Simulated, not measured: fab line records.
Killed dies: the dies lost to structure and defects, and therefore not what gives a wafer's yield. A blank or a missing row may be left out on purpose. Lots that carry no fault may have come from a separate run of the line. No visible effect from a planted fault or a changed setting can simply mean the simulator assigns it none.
One fault seen from 2 desks	flow rit-cmos	each desk holds nothing but its own numbers, with what lay behind them at the end

## THE METROLOGY DESK
Means of the sampled wafers that have a number, per lot and without regard to the tool the lot ran on: this is what the gauges read. Any lot whose mean is over 4 standard deviations away from the usual mean is out of limits and marked OUT; that distance is given in the brackets.
Columns: A = PSD_OVL at RIT_PSD_OVL_MEAS_06, usual 0.9 nm; B = PSD_TW at RIT_PSD_TW_MEAS_10, usual 3441; C = PSD_RS at RIT_SDANNEAL_RS_MEAS_04, usual 116.0 ohm/sq; D = NSD_RS at RIT_SDANNEAL_RS_MEAS_05, usual 83.29 ohm/sq; E = PLDD_RS at RIT_SDANNEAL_RS_MEAS_06, usual 179.6 ohm/sq; F = NLDD_RS at RIT_SDANNEAL_RS_MEAS_07, usual 154.6 ohm/sq
lot	first seen here	A	B	C	D	E	F
L532	day 3 00:26	1.4	3428	115.5	82.95	179.3	155.5
L539	day 4 11:04	1.6	3437	116.2	83.52	179.4	154.3
L547	day 6 02:58	0.6	3419	115.7	83.28	179.6	153.8
L551	day 6 22:52	-0.1	3471	116.3	83.64	180.4	155.0
L553	day 7 10:02	1.1	3415	116.0	82.90	179.4	154.4
Finding of this desk: none of the 5 lots has anything out of limits.

## TOOL OWNER'S DESK, wet-bench-04
The tool's own readings at RIT_SDANNEAL_CLEAN_01 (cleans in dHF, time 30 s): means of the sampled wafers that have a number, for each lot that ran on this tool. Any lot whose mean is over 4 standard deviations away from the usual mean is out of limits and marked OUT; that distance is given in the brackets.
Columns: A = run-length-s at RIT_SDANNEAL_CLEAN_01, usual 58.0 s
lot	first seen here	A
L532	day 3 01:11	61.1
L547	day 6 03:44	176.4 (+42) OUT
Finding of this desk: L547 out of limits; the first was L547 at day 6 03:44, on run-length-s at RIT_SDANNEAL_CLEAN_01. In limits: L532.

## PUT TOGETHER
An alarm could have come from the tool owner's desk at day 6 03:44, on L547.
Metrology desk: nothing out of limits seen.
The metrology desk has L547 on record, within its limits.
The lots listed all ran RIT_SDANNEAL_CLEAN_01 on wet-bench-04.

## WHAT HAD BEEN PUT IN BY THE SIMULATOR
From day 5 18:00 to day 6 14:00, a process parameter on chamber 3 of wet-bench-04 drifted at RIT_SDANNEAL_CLEAN_01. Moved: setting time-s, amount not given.
Lots struck among those shown: L547.
Time in hours from fault onset to the first out-of-limits reading at each desk: the tool owner's desk, 10.
